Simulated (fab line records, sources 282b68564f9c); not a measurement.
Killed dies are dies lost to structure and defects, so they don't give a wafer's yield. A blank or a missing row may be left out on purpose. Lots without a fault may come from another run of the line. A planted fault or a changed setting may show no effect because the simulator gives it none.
Problem report in the 8D (eight disciplines) form, filled by code | flow rit_cmos | the parts of the form that need people (team, actions taken, sign-off) are left out

1. THE PROBLEM
heater_power_total_W at RIT_PWELL_HARDBAKE_07 reads a mean of 50.83 W on 6 wafers of 2 lots; wafers without a fault read 52.03 W with a standard deviation of 0.056. That is -21 standard deviations from the usual mean.
The step: time 120 s.
First seen on wafer L811.1, day 5 01:50, on litho_track-03. The record holds 42 wafers of 14 lots with a number at this step. Rule for "out", or "out of limits": more than 4 standard deviations from the usual mean. The other wafers with a number count as sound.

2. WHAT IT IS AND WHAT IT IS NOT
question                    | is                                 | is not
which readings at this step | heater_power_total_W, plate_temp_C | resist_line_temp_C
which lots                  | L811, L812                         | L796, L797, L799, L800, L801, L802, L803, L808, L815, L816, L817, L819
which wafers of those lots  | all that have a number             | -
read on which tools         | litho_track-03                     | litho_track-01, litho_track-04
when                        | from day 5 01:50                   | up to then (24 sound wafers); but 12 sound wafers of L815, L816, L817, L819 came after

3. SUSPECTS, AND WHAT RULES EACH OUT
Counting: a tool at a process step up to the reading stays a suspect if it ran every lot that is out and no sound lot after the first of them.
- litho_track-03 at RIT_PWELL_HARDBAKE_07 (time 120 s): kept. It ran every lot that is out, first L811 (day 5 01:50), and no sound lot after that; its last sound lot up to then is L808 (day 4 11:37). Its own readings are out on those wafers: heater_power_total_W, plate_temp_C.
Left after counting: litho_track-03 at RIT_PWELL_HARDBAKE_07.

4. THE CAUSE (what the simulator had put in)
Process parameter drift: litho_track-03, from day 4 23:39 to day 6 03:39, at RIT_PWELL_HARDBAKE_07. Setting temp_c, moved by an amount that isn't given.
Counting left only this tool.

5. THE CHAIN OF EFFECTS, in route order
Each row: a reading whose mean over the struck wafers that have a number lies more than 3 standard deviations from the usual. Only readings for which the record gives a usual standard deviation are gone through. hours: the time from each lot's start at the first step in this table that gives one to its start at this step, as a median over the lots. sigmas: the change in usual standard deviations.
hours | step                  | reading              | usual    | on struck wafers | change | sigmas
0     | RIT_PWELL_HARDBAKE_07 | heater_power_total_W | 52.03 W  | 50.83            | -1.20  | -21
0     | RIT_PWELL_HARDBAKE_07 | plate_temp_C         | 140.01 C | 137.45           | -2.56  | -17
The process steps in it:
- RIT_PWELL_HARDBAKE_07: time 120 s.

6. WHAT WOULD HAVE CAUGHT IT SOONER
In this record the first reading out of limits was taken at day 5 01:50, 2 hours after the fault began at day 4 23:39.
